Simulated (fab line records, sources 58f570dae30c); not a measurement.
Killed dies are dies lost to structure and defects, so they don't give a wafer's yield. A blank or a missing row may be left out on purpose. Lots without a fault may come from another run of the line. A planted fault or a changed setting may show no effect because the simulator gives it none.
Which tool did it? | flow berkeley_cmos170 | 14 lots, 42 wafers sampled, at 6 steps of a route of 331

WHAT THE GAUGES READ, wafer by wafer
UCB170_GATE_OVL_MEAS_13. Usual: GATE_OVL 1 nm, standard deviation 5.3.
lot  | measured     | on         | GATE_OVL (nm) | flag
L463 | day 7 08:34  | overlay-02 | 2 0 -7        |
L464 | day 7 08:51  | overlay-01 | 1 6 4         |
L467 | day 8 09:43  | overlay-02 | -11 -8 -6     |
L466 | day 8 10:00  | overlay-01 | -6 -6 -1      |
L469 | day 8 10:11  | overlay-01 | -3 1 -2       |
L468 | day 8 10:19  | overlay-01 | 1 4 7         |
L471 | day 8 22:35  | overlay-01 | 7 -3 10       |
L470 | day 8 22:43  | overlay-02 | -5 -3 -1      |
L476 | day 10 03:52 | overlay-02 | 7 10 4        |
L480 | day 10 03:59 | overlay-02 | 2 6 2         |
L482 | day 11 05:08 | overlay-02 | 3 5 2         |
L483 | day 11 05:37 | overlay-01 | 2 -5 -3       |
L484 | day 11 19:20 | overlay-02 | -5 -3 0       |
L485 | day 11 19:38 | overlay-02 | -6 -10 -7     |

UCB170_PLDD_TW_MEAS_11. Usual: PLDD_TW 1004, standard deviation 8.
lot  | measured     | on            | PLDD_TW        | flag
L463 | day 7 11:16  | film_metro-02 | 1006 1010 1008 |
L464 | day 7 11:25  | film_metro-02 | 1010 1005 1002 |
L467 | day 8 11:38  | film_metro-01 | 1019 1015 1018 |
L466 | day 8 12:04  | film_metro-02 | 997 994 994    |
L469 | day 8 12:18  | film_metro-01 | 1013 1014 1012 |
L468 | day 8 15:07  | film_metro-01 | 1009 1019 1013 |
L471 | day 9 01:13  | film_metro-02 | 998 992 1001   |
L470 | day 9 01:16  | film_metro-03 | 992 992 997    |
L476 | day 10 06:31 | film_metro-02 | 953 954 954    | OFF
L480 | day 10 07:19 | film_metro-02 | 947 952 951    | OFF
L482 | day 11 07:52 | film_metro-02 | 999 997 1002   |
L483 | day 11 08:05 | film_metro-03 | 1002 997 1001  |
L484 | day 11 21:24 | film_metro-03 | 1001 998 996   |
L485 | day 11 21:42 | film_metro-02 | 1001 997 1006  |

UCB170_NLDD_CD_MEAS_06: target cd 1200 nm. Usual: cd_nm 1199.8 nm, standard deviation 1.6.
lot  | measured     | on        | cd_nm (nm)           | flag
L463 | day 7 12:41  | cd_sem-02 | 1199.9 1200.5 1199.4 |
L464 | day 7 12:56  | cd_sem-01 | 1196.5 1196.6 1197.0 |
L467 | day 8 15:25  | cd_sem-01 | 1201.2 1200.2 1201.1 |
L466 | day 8 14:47  | cd_sem-01 | 1201.9 1200.7 1202.2 |
L469 | day 8 15:28  | cd_sem-02 | 1199.4 1200.9 1201.4 |
L468 | day 8 17:05  | cd_sem-01 | 1198.1 1198.7 1198.5 |
L471 | day 9 02:18  | cd_sem-02 | 1200.2 1199.7 1200.3 |
L470 | day 9 02:37  | cd_sem-01 | 1202.0 1200.9 1200.9 |
L476 | day 10 09:51 | cd_sem-02 | 1196.8 1196.8 1196.3 |
L480 | day 10 10:31 | cd_sem-02 | 1197.7 1199.0 1198.6 |
L482 | day 11 10:10 | cd_sem-02 | 1200.9 1201.5 1201.3 |
L483 | day 11 09:53 | cd_sem-02 | 1201.8 1201.9 1202.2 |
L484 | day 11 22:36 | cd_sem-02 | 1199.2 1198.7 1197.9 |
L485 | day 11 22:56 | cd_sem-01 | 1197.9 1196.7 1197.5 |

UCB170_SDANNEAL_RS_MEAS_04: measures by four-point-probe. Usual: PLDD_RS 1031.8 ohm/sq, standard deviation 2.4.
lot  | measured     | on            | PLDD_RS (ohm/sq)     | flag
L463 | day 7 23:52  | film_metro-01 | 1036.7 1033.4 1033.3 |
L464 | day 7 23:43  | film_metro-02 | 1027.4 1028.4 1028.3 |
L467 | day 9 03:54  | film_metro-02 | 1029.2 1033.2 1028.6 |
L466 | day 9 03:14  | film_metro-01 | 1032.7 1035.6 1035.1 |
L469 | day 9 03:27  | film_metro-03 | 1031.7 1033.7 1031.4 |
L468 | day 9 04:24  | film_metro-02 | 1032.7 1034.6 1034.6 |
L471 | day 9 15:08  | film_metro-01 | 1032.8 1032.8 1033.1 |
L470 | day 9 15:35  | film_metro-03 | 1032.2 1032.3 1029.9 |
L476 | day 10 20:41 | film_metro-02 | 1192.1 1183.9 1186.4 | OFF
L480 | day 10 21:36 | film_metro-01 | 1194.5 1195.1 1192.3 | OFF
L482 | day 11 21:16 | film_metro-01 | 1034.0 1035.4 1036.3 |
L483 | day 11 21:12 | film_metro-03 | 1031.0 1026.8 1029.6 |
L484 | day 12 13:08 | film_metro-02 | 1029.3 1033.0 1033.2 |
L485 | day 12 13:29 | film_metro-03 | 1030.2 1030.4 1031.5 |

WHICH TOOL RAN EACH LOT (tool, then ch and the chambers of the sampled wafers, then the start)
lot  | UCB170_GATE_ETCH_14                | UCB170_PLDD_IMPLANT_09
L463 | rie_diel-03 ch 0,1,2, day 7 08:37  | implanter-01 ch 0, day 7 11:01
L464 | rie_diel-02 ch 0,3, day 7 08:53    | implanter-03 ch 0, day 7 11:11
L467 | rie_diel-02 ch 0,2,3, day 8 09:46  | implanter-01 ch 0, day 8 11:23
L466 | rie_diel-03 ch 0,2, day 8 10:02    | implanter-03 ch 0, day 8 11:49
L469 | rie_diel-01 ch 1,3, day 8 10:14    | implanter-04 ch 0, day 8 12:03
L468 | rie_diel-03 ch 2,3, day 8 10:21    | implanter-01 ch 0, day 8 14:53
L471 | rie_diel-03 ch 1,2,3, day 8 22:38  | implanter-03 ch 0, day 9 00:58
L470 | rie_diel-01 ch 1,3, day 8 22:45    | implanter-04 ch 0, day 9 01:03
L476 | rie_diel-03 ch 1,2, day 10 03:54   | implanter-01 ch 0, day 10 06:16
L480 | rie_diel-01 ch 0,2, day 10 04:01   | implanter-01 ch 0, day 10 07:05
L482 | rie_diel-02 ch 0,1,2, day 11 05:10 | implanter-04 ch 0, day 11 07:37
L483 | rie_diel-02 ch 0,1,2, day 11 05:40 | implanter-03 ch 0, day 11 07:52
L484 | rie_diel-01 ch 0,3, day 11 19:23   | implanter-03 ch 0, day 11 21:09
L485 | rie_diel-02 ch 0,2, day 11 19:39   | implanter-04 ch 0, day 11 21:29
- UCB170_GATE_ETCH_14: etches BARC in N2/H2.
- UCB170_PLDD_IMPLANT_09

WHAT THE TOOLS THEMSELVES READ (means of the sampled wafers that have a number; where no wafer has one, the mark that the record gives instead)
UCB170_GATE_ETCH_14. Usual: drypump_motor_current_A 5.8 A, standard deviation 0.41; oes_product_au 1.001 a.u., standard deviation 0.018; throttle_valve_pct 13.30 %, standard deviation 0.19.
lot  | tool        | drypump_motor_current_A (A) | oes_product_au (a.u.) | throttle_valve_pct (%) | flag
L463 | rie_diel-03 | 6.0                         | 1.007                 | 13.38                  |
L464 | rie_diel-02 | 5.6                         | 1.012                 | 13.25                  |
L467 | rie_diel-02 | 5.7                         | 1.008                 | 13.39                  |
L466 | rie_diel-03 | 5.7                         | 1.015                 | 13.27                  |
L469 | rie_diel-01 | 5.6                         | 1.009                 | 13.34                  |
L468 | rie_diel-03 | 5.2                         | 1.007                 | 13.11                  |
L471 | rie_diel-03 | 5.7                         | 1.006                 | 13.30                  |
L470 | rie_diel-01 | 5.6                         | 1.004                 | 13.33                  |
L476 | rie_diel-03 | 6.1                         | 0.985                 | 13.46                  |
L480 | rie_diel-01 | 6.2                         | 0.989                 | 13.14                  |
L482 | rie_diel-02 | 6.1                         | 1.014                 | 13.38                  |
L483 | rie_diel-02 | 6.1                         | 1.015                 | 13.39                  |
L484 | rie_diel-01 | 6.0                         | 0.985                 | 13.46                  |
L485 | rie_diel-02 | 6.0                         | 1.021                 | 13.53                  |

UCB170_PLDD_IMPLANT_09. Usual: dose_ions_cm2 5e+13, standard deviation 6.3e+10; faraday_current_uA 159, standard deviation 3; tilt_deg 6.995 degrees, standard deviation 0.02.
lot  | tool         | dose_ions_cm2 | faraday_current_uA | tilt_deg (degrees) | flag
L463 | implanter-01 | 5e+13         | 158                | 7.010              |
L464 | implanter-03 | 5e+13         | 161                | 6.984              |
L467 | implanter-01 | 5e+13         | 155                | 6.966              |
L466 | implanter-03 | 5e+13         | 161                | 6.995              |
L469 | implanter-04 | 5e+13         | 162                | 6.998              |
L468 | implanter-01 | 5e+13         | 161                | 7.020              |
L471 | implanter-03 | 5e+13         | 156                | 6.967              |
L470 | implanter-04 | 5e+13         | 160                | 6.986              |
L476 | implanter-01 | 3e+13         | 106                | 6.977              | OFF
L480 | implanter-01 | 3e+13         | 108                | 6.972              | OFF
L482 | implanter-04 | 5e+13         | 156                | 7.005              |
L483 | implanter-03 | 5e+13         | 159                | 6.981              |
L484 | implanter-03 | 5e+13         | 159                | 7.010              |
L485 | implanter-04 | 5e+13         | 156                | 7.005              |

THE ANSWER, worked out from the rows above alone
Rule: a lot is off if the mean of its wafers that have a number lies more than 3 standard deviations from the usual mean. A lot without any number at a reading at which 4 lots or more have one is off too. The other lots that the step has rows for count as sound. The gauges are gone through in route order, then the tools' own readings, and for those a lot's mean is taken as printed above. The first step at which some lot is off is used, and at that step the reading that is off furthest; a lot without a number counts as furthest.
Off: L476, L480, at UCB170_PLDD_TW_MEAS_11 (PLDD_TW).
A tool fits if, at a process step before that reading, it ran every lot that is off, and no sound lot after the first of them. The gauges at UCB170_PLDD_TW_MEAS_11 aren't tried: what is off there is off at UCB170_PLDD_IMPLANT_09 too, on other tools, and a gauge's error can't cause that. One fits: implanter-01 at UCB170_PLDD_IMPLANT_09. Its last sound lot is L468 (day 8 14:53), its first lot that is off L476 (day 10 06:16): a fault that began between those two fits.
The tool's own readings at UCB170_PLDD_IMPLANT_09 bear it out: on the lots that are off they differ by more than 5 times the standard deviation of the sound lots' means. dose_ions_cm2 reads 3e+13 there against 5e+13 on the sound lots; faraday_current_uA reads 107 there against 159 on the sound lots.

WHAT THE SIMULATOR HAD PUT IN
Process parameter drift: implanter-01, from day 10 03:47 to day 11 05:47, at UCB170_PLDD_IMPLANT_09. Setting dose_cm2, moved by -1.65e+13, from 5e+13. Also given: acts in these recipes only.
Lots struck among those shown: L476, L480. The rule above found the same.
